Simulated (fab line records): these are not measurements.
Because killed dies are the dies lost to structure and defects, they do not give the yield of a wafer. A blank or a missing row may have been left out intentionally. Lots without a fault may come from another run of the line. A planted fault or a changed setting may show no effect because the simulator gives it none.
Struck lot and sound lot, side by side    flow rit-cmos    27 out of 202 route steps
Sound: these wafers, L855.3, L855.4, L855.6. Struck: wafers L875.2, L875.3, L875.6. Last of all comes the cause.
For every step that has rows: the tool of each side, followed by ch and its chambers, followed by its first start. Under that, the readings that differ: sound wafers    struck wafers    difference of the means    sigmas: that difference in standard deviations of wafers without a fault.
alike: same words and numbers on both sides, and readings whose means sit less than 2 such deviations apart. not compared: any withheld reading, any reading some wafer has no value for, any bound like >300 that may hide the same value, and any number with overlapping values for which the record gives no deviation.
A row with sigmas, a row that says differs or no value, or rows on one side alone: a step with any of these is where the two part. Numbers that don't overlap but have no deviation are shown without sigmas and don't part them. Lack of a reading on every wafer of one side parts them only where that side has two or more wafers.

first, 1 step without rows for these wafers: RIT_ACTIVE_OXIDATION_01 (target thk 46.8 nm, ox time 3360 s).
RIT_ACTIVE_THK_MEAS_02:
  struck on film-metro-03, day 5 16:33; sound on film-metro-04, day 1 12:04
  alike: ACTIVE_OXIDE_THK
then, 1 step without rows for these wafers: RIT_ACTIVE_CVD_03 (deposits Si3N4 from SiH2Cl2/NH3, target thk 150 nm, time 1500 s).
RIT_ACTIVE_THK_MEAS_04:
  struck on film-metro-04, day 5 18:01; sound on film-metro-04, day 1 13:33
  alike: ACTIVE_NITRIDE_THK
then, 6 steps without rows for these wafers: RIT_ACTIVE_HMDS_05 (prime time 60 s); RIT_ACTIVE_COAT_06 (resist thk 1000 nm); RIT_ACTIVE_SOFTBAKE_07 (time 60 s); RIT_ACTIVE_EXPOSE_08 (exposes mask M1, target cd 1400 nm); RIT_ACTIVE_PEB_09; RIT_ACTIVE_DEVELOP_10 (develop time 50 s).
RIT_ACTIVE_CD_MEAS_11: the cd target is 1400 nm.
  struck on cd-sem-01, day 5 19:11; sound on cd-sem-01, day 1 14:29
  alike: cd-nm
then, 1 step without rows for these wafers: RIT_ACTIVE_HARDBAKE_12 (time 60 s).
RIT_ACTIVE_ETCH_13: etches Si3N4 in SF6, stops on SiO2, time 210 s, target depth 210 nm.
  sound on rie-diel-03 ch 0,3, day 1 14:43; struck on rie-diel-01 ch 0,1,3, day 5 19:26
reading                                        sound              struck             difference  sigmas
oes-product-au (a.u.)                          0.836 0.822 0.832  0.813 0.794 0.787  -0.032      -3
run-length-s (s)                               239.0 237.9 239.1  245.0 245.2 246.2  +6.8        +14
model.SiO2_of_ACTIVE_OXIDATION_01.thk-nm (nm)  48.3 47.92 47.53   42.97 42.81 43.54  -4.81       
  alike: SF6_flow_sccm, drypump-motor-current-A, throttle-valve-pct
  not compared: rf-hours-counter-h
RIT_ACTIVE_STRIP_14: strips in O2, time 180 s.
  sound on plasma-asher-02 ch 0,1, day 1 14:54; struck on plasma-asher-03 ch 0,1, day 5 19:35
  alike: drypump-motor-current-A
  not compared: rf-hours-counter-h
RIT_ACTIVE_CD_MEAS_90: the cd target is 1400 nm.
  struck on cd-sem-01, day 5 19:46; sound on cd-sem-02, day 1 15:04
  alike: cd-nm
then, 4 steps without rows for these wafers: RIT_ACTIVE_CLEAN_15 (cleans in SC1, time 600 s); RIT_ACTIVE_CLEAN_16 (cleans in dHF, time 30 s); RIT_ACTIVE_CLEAN_17 (cleans in SC2, time 600 s); RIT_FOX1_OXIDATION_00 (target thk 350.7 nm, ox time 1130 s).
RIT_FOX1_THK_MEAS_01:
  struck on film-metro-04, day 5 21:34; sound on film-metro-02, day 1 18:05
  alike: FOX1_OXIDE_THK
then, 2 steps without rows for these wafers: RIT_FOX1_WET_ETCH_02 (etches SiO2 in BOE, target depth 350 nm, time 390 s); RIT_FOX2_OXIDATION_00 (target thk 350.7 nm, ox time 1130 s).
RIT_FOX2_THK_MEAS_01:
  struck on film-metro-03, day 5 23:03; sound on film-metro-03, day 1 19:35
  alike: FOX2_OXIDE_THK
then, 1 step without rows for these wafers: RIT_FOX2_CLEAN_02 (cleans in dHF, time 180 s).
RIT_FOX2_WET_ETCH_03: etches Si3N4 in H3PO4, target depth 195 nm, time 2700 s.
  sound on wet-bench-01 ch 3, day 1 19:41; struck on wet-bench-04 ch 1, day 5 23:10
reading                                        sound              struck          difference  sigmas
model.SiO2_of_ACTIVE_OXIDATION_01.thk-nm (nm)  42.91 42.57 42.21  38.16 38 38.62  -4.30       
  alike: run-length-s
RIT_FOX2_THK_MEAS_90:
  struck on film-metro-02, day 5 23:56; sound on film-metro-02, day 1 20:28
  alike: FIELD_OXIDE_LEFT_1_THK
RIT_M1_PROBE_99:
  struck on prober-01, day 7 14:28; sound on prober-01, day 3 09:38
  alike: killed-at-contacts, killed-at-front-end, killed-dies, killed-open, killed-short

== WHERE THEY PART ==
At RIT_ACTIVE_ETCH_13 and nowhere else, as far as this record goes. Later steps at which nothing parts them and some readings are alike: RIT_ACTIVE_STRIP_14, RIT_ACTIVE_CD_MEAS_90, RIT_FOX1_THK_MEAS_01, RIT_FOX2_THK_MEAS_01, RIT_FOX2_WET_ETCH_03, RIT_FOX2_THK_MEAS_90, RIT_M1_PROBE_99.

WHY: what had been put in by the simulator
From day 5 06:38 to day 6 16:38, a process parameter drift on rie-diel-01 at RIT_ACTIVE_ETCH_13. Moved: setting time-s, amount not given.
